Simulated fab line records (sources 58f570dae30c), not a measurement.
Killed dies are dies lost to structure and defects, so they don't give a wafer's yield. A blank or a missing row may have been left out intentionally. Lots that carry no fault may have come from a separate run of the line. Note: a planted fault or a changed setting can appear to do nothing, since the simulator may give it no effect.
Which of the tools did it? / flow berkeley-cmos170 / Sampling: 7 lots, 21 wafers, 3 of 331 route steps

## WHAT THE GAUGES READ, wafer by wafer
UCB170_M2_THK_MEAS_03: measures by xrf.
lot=L369; measured=day 8 09:11; on=film-metro-02; M2_AL_THK (nm)=911 910 917
lot=L371; measured=day 8 03:02; on=film-metro-01; M2_AL_THK (nm)=915 927 915
lot=L374; measured=day 9 03:58; on=film-metro-04; M2_AL_THK (nm)=906 906 913
lot=L376; measured=day 9 09:40; on=film-metro-01; M2_AL_THK (nm)=901 907 912
lot=L379; measured=day 10 09:29; on=film-metro-01; M2_AL_THK (nm)=906 914 912
lot=L381; measured=day 10 09:58; on=film-metro-02; M2_AL_THK (nm)=899 895 899
lot=L389; measured=day 13 04:39; on=film-metro-02; M2_AL_THK (nm)=900 912 900

## WHAT TOOL EACH LOT RAN ON (gives the tool, then ch and the chambers of the sampled wafers, and finally the start)
lot=L369; UCB170_ZERO_ETCH_06=rie-diel-04 ch 0,2, day 2 10:20; UCB170_PLDD_IMPLANT_08=implanter-01 ch 0, day 7 01:29
lot=L371; UCB170_ZERO_ETCH_06=rie-diel-03 ch 0,2,3, day 2 20:34; UCB170_PLDD_IMPLANT_08=implanter-04 ch 0, day 7 02:03
lot=L374; UCB170_ZERO_ETCH_06=rie-diel-03 ch 0,2,3, day 3 10:04; UCB170_PLDD_IMPLANT_08=implanter-01 ch 0, day 8 02:47
lot=L376; UCB170_ZERO_ETCH_06=rie-diel-04 ch 0,1,2, day 3 21:20; UCB170_PLDD_IMPLANT_08=implanter-03 ch 0, day 8 06:26
lot=L379; UCB170_ZERO_ETCH_06=rie-diel-03 ch 0,1,3, day 4 12:52; UCB170_PLDD_IMPLANT_08=implanter-01 ch 0, day 9 03:55
lot=L381; UCB170_ZERO_ETCH_06=rie-diel-01 ch 1,2,3, day 4 19:57; UCB170_PLDD_IMPLANT_08=implanter-04 ch 0, day 9 04:01
lot=L389; UCB170_ZERO_ETCH_06=rie-diel-03 ch 2,3, day 6 17:46; UCB170_PLDD_IMPLANT_08=implanter-03 ch 0, day 11 15:01
- UCB170_ZERO_ETCH_06: etches SiO2 in CHF3/CF4/Ar, time 12 s.
- UCB170_PLDD_IMPLANT_08

## THE ANSWER, worked out from the rows above alone
Rule: what is usual is taken from the lots themselves. Put in order of their means at a reading, lots are off if they are a third of the lots or fewer, leave a main group of 4 or more, and stand apart from it by a gap of 3 or more times the standard deviation of the main group's means; of several such gaps the widest counts. Not used: any main group whose means are identical at the precision the tables above print for the reading. A lot without any number at a reading at which 4 lots or more have one is off too. The other lots that the step has rows for count as sound.
None of the lots is off at any reading shown; this tells nothing.

## WHAT THE SIMULATOR HAD INSERTED
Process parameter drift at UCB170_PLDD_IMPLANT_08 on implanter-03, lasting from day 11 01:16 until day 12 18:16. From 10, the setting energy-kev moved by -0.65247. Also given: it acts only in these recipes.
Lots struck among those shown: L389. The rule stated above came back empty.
